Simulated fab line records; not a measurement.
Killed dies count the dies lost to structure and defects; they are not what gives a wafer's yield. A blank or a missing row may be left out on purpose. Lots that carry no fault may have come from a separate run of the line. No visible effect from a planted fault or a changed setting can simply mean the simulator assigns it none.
Which of the tools did it? ; flow rit-cmos ; 15 lots, 45 wafers sampled, at 2 steps of a route of 202

== WHAT EACH GAUGE READ, for each wafer ==
RIT_SPACER_THK_MEAS_04.
lot;measured;on;SPACER_NITRIDE_THK (nm)
L536;day 2 23:05;film-metro-04;246.6 248.5 248.4
L537;day 3 02:07;film-metro-01;250.0 250.9 253.1
L538;day 3 09:20;film-metro-01;250.4 251.6 249.8
L540;day 3 19:47;film-metro-04;249.4 250.2 247.8
L541;day 3 23:14;film-metro-01;251.7 252.8 252.1
L542;day 4 02:57;film-metro-02;251.1 249.2 248.7
L544;day 4 13:16;film-metro-04;248.5 251.6 249.8
L546;day 4 23:30;film-metro-02;248.9 250.3 248.4
L547;day 5 04:27;film-metro-02;252.8 252.1 251.2
L551;day 6 00:17;film-metro-01;251.6 253.3 252.3
L552;day 6 05:40;film-metro-02;251.1 249.9 248.4
L553;day 6 11:14;film-metro-04;266.6 267.2 266.1
L554;day 6 16:26;film-metro-04;265.6 265.9 265.1
L557;day 7 08:40;film-metro-01;250.9 250.7 250.4
L558;day 7 13:47;film-metro-04;264.8 268.2 267.2

== TOOL THAT RAN EACH LOT (tool first, then ch and the chambers of the sampled wafers, then the start) ==
lot;RIT_SPACER_CVD_03
L536;lpcvd-01 ch 1, day 2 21:10
L537;lpcvd-01 ch 1, day 3 00:12
L538;lpcvd-02 ch 0, day 3 07:26
L540;lpcvd-02 ch 0, day 3 17:52
L541;lpcvd-02 ch 0, day 3 21:19
L542;lpcvd-02 ch 0, day 4 01:02
L544;lpcvd-02 ch 0, day 4 11:21
L546;lpcvd-01 ch 0, day 4 21:35
L547;lpcvd-02 ch 0, day 5 02:32
L551;lpcvd-02 ch 1, day 5 22:22
L552;lpcvd-01 ch 1, day 6 03:44
L553;lpcvd-02 ch 1, day 6 09:18
L554;lpcvd-02 ch 0, day 6 14:31
L557;lpcvd-01 ch 0, day 7 06:44
L558;lpcvd-02 ch 1, day 7 11:52
- RIT_SPACER_CVD_03: deposits Si3N4 from SiH2Cl2/NH3, target thk 250 nm, time 3300 s.

== AS READ BY THE TOOLS THEMSELVES (means over the sampled wafers that have a number; for cases with no such wafer, the mark the record gives instead) ==
RIT_SPACER_CVD_03.
lot;tool;sih2cl2-flow-sccm (sccm);spike-tc-load-C (C);zone-power-centre-pct (%)
L536;lpcvd-01;60.21;835;35.9
L537;lpcvd-01;60.21;835;36.3
L538;lpcvd-02;60.01;830;40.6
L540;lpcvd-02;60.00;830;40.4
L541;lpcvd-02;59.90;830;40.3
L542;lpcvd-02;60.16;830;40.5
L544;lpcvd-02;60.10;830;40.3
L546;lpcvd-01;59.86;838;38.7
L547;lpcvd-02;60.05;830;40.6
L551;lpcvd-02;59.87;840;41.3
L552;lpcvd-01;59.97;835;36.0
L553;lpcvd-02;71.83;841;41.3
L554;lpcvd-02;72.03;831;40.0
L557;lpcvd-01;60.12;837;39.0
L558;lpcvd-02;72.30;842;41.3

== THE ANSWER, worked out from the rows above alone ==
Rule: what is usual is taken from the lots themselves. Put in order of their means at a reading, lots are off if they are a third of the lots or fewer, leave a main group of 4 or more, and stand apart from it by a gap of 3 or more times the standard deviation of the main group's means; of several such gaps the widest counts. If all means in a main group match to the digits the tables above print for the reading, that group is not used. Also off: a lot with no number at a reading for which 4 or more lots have one. Any other lot the step has rows for is counted as sound. Order of review: gauges by route order, followed by the tools' own readings, for which a lot's mean as printed above is used. The first step at which some lot is off is used, and at that step the reading that is off furthest; a lot without a number counts as furthest.
Off: L553, L554, L558, seen at RIT_SPACER_THK_MEAS_04 (SPACER_NITRIDE_THK). The main group has a mean of 250.4 nm with a standard deviation of 1.3.
A tool fits if, at a process step before that reading, it ran every lot that is off, and no sound lot after the first of them. The gauges at RIT_SPACER_THK_MEAS_04 aren't tried: what is off there is off at RIT_SPACER_CVD_03 too, on other tools, and a gauge's error can't cause that. One candidate fits, namely lpcvd-02 at RIT_SPACER_CVD_03. Its last sound lot is L551 (day 5 22:22), its first lot that is off L553 (day 6 09:18): a fault that began between those two fits.
The tool's own readings at RIT_SPACER_CVD_03 bear it out: on the lots that are off they differ by more than 5 times the standard deviation of the sound lots' means. sih2cl2-flow-sccm reads 72.05 sccm there against 60.04 sccm on the sound lots.

== WHAT THE SIMULATOR HAD PUT IN ==
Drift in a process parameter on lpcvd-02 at RIT_SPACER_CVD_03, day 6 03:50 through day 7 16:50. A move of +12 in setting sih2cl2-flow-sccm, from 60. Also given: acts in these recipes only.
Lots struck among those shown: L553, L554, L558. The rule given above showed the same thing.
